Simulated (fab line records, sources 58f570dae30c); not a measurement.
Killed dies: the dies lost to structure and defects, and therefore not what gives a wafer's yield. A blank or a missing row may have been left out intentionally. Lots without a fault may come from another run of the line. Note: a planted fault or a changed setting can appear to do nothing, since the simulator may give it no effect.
Which tool is to blame? ; flow berkeley-cmos170 ; 14 lots with 42 wafers sampled at 4 steps, on a route of 331 steps

## WHAT THE GAUGES SHOWED, per wafer
UCB170_PWELL_OVL_MEAS_13. Usual: for PWELL_OVL the level is 3 nm and the standard deviation is 5.
lot;measured;on;PWELL_OVL (nm);flag
L736;day 3 02:15;overlay-02;-3 2 5;
L738;day 3 09:49;overlay-02;9 0 3;
L740;day 3 21:49;overlay-01;8 8 2;
L739;day 4 07:29;overlay-02;3 4 -4;
L741;day 4 07:46;overlay-01;11 3 3;
L742;day 4 15:10;overlay-02;7 2 9;
L743;day 4 15:53;overlay-02;0 5 1;
L746;day 5 10:23;overlay-01;9 1 8;
L748;day 5 16:24;overlay-01;0 2 9;
L749;day 5 16:26;overlay-02;2 5 5;
L750;day 5 22:04;overlay-01;1 0 -2;
L751;day 6 09:16;overlay-02;-4 -5 -2;
L755;day 7 09:34;overlay-01;0 -2 7;
L756;day 7 15:41;overlay-01;-2 -2 -4;

UCB170_PWELL_TW_MEAS_17. Usual: for PWELL_TW the level is 382 and the standard deviation is 5.3.
lot;measured;on;PWELL_TW;flag
L736;day 3 02:38;film-metro-04;389 384 386;
L738;day 3 10:17;film-metro-01;388 387 388;
L740;day 3 22:13;film-metro-03;376 375 376;
L739;day 4 07:53;film-metro-04;387 388 389;
L741;day 4 08:08;film-metro-03;377 378 375;
L742;day 4 15:34;film-metro-04;388 387 388;
L743;day 4 16:20;film-metro-03;379 379 380;
L746;day 5 10:46;film-metro-01;387 383 386;
L748;day 5 16:47;film-metro-01;389 385 387;
L749;day 5 16:53;film-metro-03;376 376 378;
L750;day 5 22:29;film-metro-03;376 376 376;
L751;day 6 09:39;film-metro-04;388 390 390;
L755;day 7 09:58;film-metro-03;379 378 380;
L756;day 7 16:04;film-metro-03;376 378 376;

UCB170_PFIELD_TW_MEAS_09. Usual: for PFIELD_TW the level is 599 and the standard deviation is 6.8.
lot;measured;on;PFIELD_TW;flag
L736;day 4 12:22;film-metro-02;592 595 595;
L738;day 4 19:08;film-metro-03;597 598 600;
L740;day 5 01:14;film-metro-03;596 598 597;
L739;day 5 11:07;film-metro-04;604 610 609;
L741;day 5 09:49;film-metro-04;607 612 609;
L742;day 5 21:37;film-metro-04;610 608 610;
L743;day 5 21:10;film-metro-03;594 594 596;
L746;day 6 21:13;film-metro-02;596 590 594;
L748;day 6 22:34;film-metro-04;613 612 613;
L749;day 6 22:49;film-metro-02;594 597 591;
L750;day 7 06:12;film-metro-03;596 598 600;
L751;day 7 16:25;film-metro-02;595 594 593;
L755;day 8 14:41;film-metro-03;597 597 596;
L756;day 9 00:13;film-metro-03;597 600 598;

## WHICH TOOL RAN EACH LOT (tool, then ch and the chambers of the sampled wafers, then the start)
lot;UCB170_PFIELD_DEVELOP_05
L736;litho-track-04 ch 0, day 4 11:00
L738;litho-track-04 ch 0, day 4 18:00
L740;litho-track-03 ch 0, day 5 00:00
L739;litho-track-02 ch 0, day 5 10:00
L741;litho-track-03 ch 0, day 5 09:00
L742;litho-track-03 ch 0, day 5 21:00
L743;litho-track-02 ch 0, day 5 20:00
L746;litho-track-03 ch 0, day 6 20:00
L748;litho-track-04 ch 0, day 6 22:00
L749;litho-track-04 ch 0, day 6 22:00
L750;litho-track-04 ch 0, day 7 05:00
L751;litho-track-03 ch 0, day 7 16:00
L755;litho-track-04 ch 0, day 8 14:00
L756;litho-track-02 ch 0, day 8 23:00
- UCB170_PFIELD_DEVELOP_05: develop time 45 s.

## AS READ BY THE TOOLS THEMSELVES (means over the sampled wafers that have a number; for cases with no such wafer, the mark the record gives instead)
UCB170_PFIELD_DEVELOP_05. Usual: developer-temp-C 21.02 C, standard deviation 0.11.
lot;tool;developer-temp-C (C);flag
L736;litho-track-04;21.07;
L738;litho-track-04;20.86;
L740;litho-track-03;21.02;
L739;litho-track-02;21.02;
L741;litho-track-03;21.05;
L742;litho-track-03;21.07;
L743;litho-track-02;20.95;
L746;litho-track-03;23.24;OFF
L748;litho-track-04;20.92;
L749;litho-track-04;20.98;
L750;litho-track-04;20.85;
L751;litho-track-03;23.06;OFF
L755;litho-track-04;21.04;
L756;litho-track-02;20.92;

## THE ANSWER, worked out from the rows above alone
Rule: lot off if the mean of its wafers having a number is beyond 3 standard deviations from the usual mean. A lot without any number at a reading at which 4 lots or more have one is off too. Any other lot the step has rows for is counted as sound. Order of review: gauges by route order, followed by the tools' own readings, for which a lot's mean as printed above is used. At the first step where some lot is off, the reading lying furthest off is the one used; lots without a number count as furthest.
Off at UCB170_PFIELD_DEVELOP_05 (developer-temp-C): L746, L751.
A tool fits if, at that step or a process step before it, it ran every lot that is off, and no sound lot after the first of them. One candidate fits, namely litho-track-03 at UCB170_PFIELD_DEVELOP_05. Its last sound lot is L742 (day 5 21:00), its first lot that is off L746 (day 6 20:00): a fault that began between those two fits.
The tool's own readings at UCB170_PFIELD_DEVELOP_05 bear it out: on the lots that are off they differ by more than 5 times the standard deviation of the sound lots' means. developer-temp-C reads 23.15 C there against 20.98 C on the sound lots.

## WHAT THE SIMULATOR HAD INSERTED
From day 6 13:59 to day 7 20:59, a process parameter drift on litho-track-03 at UCB170_PFIELD_DEVELOP_05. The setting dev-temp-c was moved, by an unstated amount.
Lots struck among those shown: L746, L751. This agrees with what the rule above found.
